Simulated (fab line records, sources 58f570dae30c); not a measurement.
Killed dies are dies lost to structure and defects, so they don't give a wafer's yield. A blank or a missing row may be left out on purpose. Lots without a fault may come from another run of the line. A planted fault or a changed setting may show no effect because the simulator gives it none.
Split-lot experiment | flow berkeley_cmos170 | 5 lots, 23 wafers read, on a route of 331 steps

THE SPLIT
At UCB170_SILICIDE_SPUTTER_01 (material Ti, target thk 30 nm, time 25 s), the setting time_s was moved away from the recipe's 25 s on 9 of the 23 wafers read, by -10.6% to +8.9%. The other wafers ran this setting at the recipe's value.

FROM THE SPLIT TO THE READING: what the file shows between them, 1 step
- UCB170_SILICIDE_RS_MEAS_02: measures by four-point-probe

THE READING
SILICIDE_TI_THK, in nm, at UCB170_SILICIDE_THK_MEAS_03 (measures by xrf). Fault-free wafers of this fab line usually give 29.96 nm, standard deviation 0.23 nm.

wafer  | tool, chamber at the split | time_s as run, s | against the recipe | SILICIDE_TI_THK, nm | against lot-mates on the recipe
L075.1 | pvd_sputter-03, -          | 25               | recipe             | 29.66               | -
L075.3 | pvd_sputter-03, -          | 25               | recipe             | 29.68               | -
L075.5 | pvd_sputter-03, -          | 25               | recipe             | 29.97               | -
L076.2 | pvd_sputter-03, -          | 25               | recipe             | 29.78               | -
L076.3 | pvd_sputter-03, -          | 22.34            | -10.6%             | 26.70               | -3.27
L076.4 | pvd_sputter-03, -          | 25               | recipe             | 30.15               | -
L076.5 | pvd_sputter-03, -          | 22.34            | -10.6%             | 26.57               | -3.39
L076.6 | pvd_sputter-03, -          | 22.34            | -10.6%             | 26.69               | -3.27
L078.1 | pvd_sputter-04, -          | 22.61            | -9.6%              | 27.64               | -2.48
L078.2 | pvd_sputter-04, -          | 25               | recipe             | 30.14               | -
L078.4 | pvd_sputter-04, -          | 22.61            | -9.6%              | 27.16               | -2.96
L078.5 | pvd_sputter-04, -          | 25               | recipe             | 30.09               | -
L078.6 | pvd_sputter-04, -          | 22.61            | -9.6%              | 27.57               | -2.55
L080.1 | pvd_sputter-04, -          | 25               | recipe             | 30.11               | -
L080.2 | pvd_sputter-04, -          | 25               | recipe             | 29.62               | -
L080.3 | pvd_sputter-04, -          | 25               | recipe             | 29.83               | -
L080.4 | pvd_sputter-04, -          | 25               | recipe             | 30.01               | -
L080.5 | pvd_sputter-04, -          | 25               | recipe             | 29.76               | -
L084.1 | pvd_sputter-04, -          | 27.22            | +8.9%              | 32.56               | +2.57
L084.2 | pvd_sputter-04, -          | 27.22            | +8.9%              | 32.68               | +2.69
L084.3 | pvd_sputter-04, -          | 25               | recipe             | 30.09               | -
L084.5 | pvd_sputter-04, -          | 25               | recipe             | 29.90               | -
L084.6 | pvd_sputter-04, -          | 27.22            | +8.9%              | 32.30               | +2.30

THE FIT
A straight line over all 23 wafers: SILICIDE_TI_THK changes by +0.287 nm for each +1% of time_s; r = +0.99; the points scatter about the line by 0.23 nm.
The same after taking each lot's own level away (the mean of its wafers on the recipe; 23 wafers): +0.292 nm for each +1%; r = +0.99; scatter 0.18 nm.
On that fit, the largest move of time_s shifts the reading by 3.1 nm.
The lots' own levels span 29.770 to 30.115 nm, that is 1.5 times the standard deviation above.
So the lot-to-lot level changes the slope little: the two slopes agree.
Check: with one of the wafers moved furthest among these (-10.6%) left out of the fit, the line predicts -3.1 nm for it against its lot-mates. It came out at -3.27 nm against them.

OTHER SPLITS ON THESE WAFERS
These wafers also went through other splits before the reading. Each is held against what the fit with the lots' levels taken away leaves over:
other split on the same wafers   | wafers away from the commonest value | r with SILICIDE_TI_THK (lot level and that fit taken away)
UCB170_NSD_IMPLANT_08 energy_kev | 5                                    | +0.03

THE WHOLE CHAIN: every reading that the file lists as answering this split, in the file's order
step                        | what it does                             | reading                                                                           | change (the file's fit)               | r (the file's)
UCB170_SILICIDE_SPUTTER_01  | material Ti, target thk 30 nm, time 25 s | Ti_of_SILICIDE_SPUTTER_01.thk_nm (the simulator's own value, which no gauge read) | +0.289 nm for each +1% of the setting | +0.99
UCB170_SILICIDE_RS_MEAS_02  | measures by four-point-probe             | SILICIDE_TI_RS                                                                    | -0.313 for each +1% of the setting    | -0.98
UCB170_SILICIDE_THK_MEAS_03 | measures by xrf                          | SILICIDE_TI_THK                                                                   | +0.293 for each +1% of the setting    | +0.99

THE FILE'S OWN FIT
SILICIDE_TI_THK changes by +0.293 nm for each +1% of time_s, r = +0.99.
